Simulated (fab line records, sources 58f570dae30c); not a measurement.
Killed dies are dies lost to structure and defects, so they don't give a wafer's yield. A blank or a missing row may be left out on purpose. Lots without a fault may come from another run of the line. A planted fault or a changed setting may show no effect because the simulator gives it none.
Which tool did it? | flow berkeley_cmos170 | 7 lots, 21 wafers sampled, at 1 step of a route of 331

WHAT THE GAUGES READ, wafer by wafer
UCB170_NWELL_OVL_MEAS_12.
lot  | measured    | on         | NWELL_OVL (nm)
L251 | day 2 07:50 | overlay-02 | 2 0 1
L253 | day 2 16:38 | overlay-02 | -1 0 -2
L255 | day 3 06:14 | overlay-02 | -1 -3 -1
L259 | day 4 06:12 | overlay-01 | 0 -4 1
L262 | day 4 16:44 | overlay-02 | 4 -5 -1
L271 | day 6 15:01 | overlay-01 | -4 3 2
L273 | day 6 23:04 | overlay-01 | -3 -3 2

WHICH TOOL RAN EACH LOT (tool, then ch and the chambers of the sampled wafers, then the start)
The record holds no process step before these readings.

THE ANSWER, worked out from the rows above alone
Rule: what is usual is taken from the lots themselves. Put in order of their means at a reading, lots are off if they are a third of the lots or fewer, leave a main group of 4 or more, and stand apart from it by a gap of 3 or more times the standard deviation of the main group's means; of several such gaps the widest counts. A main group whose means are all the same, to the digits that the tables above print for the reading, isn't used. A lot without any number at a reading at which 4 lots or more have one is off too. The other lots that the step has rows for count as sound.
No lot is off at any reading shown: from this, nothing can be told.

WHAT THE SIMULATOR HAD PUT IN
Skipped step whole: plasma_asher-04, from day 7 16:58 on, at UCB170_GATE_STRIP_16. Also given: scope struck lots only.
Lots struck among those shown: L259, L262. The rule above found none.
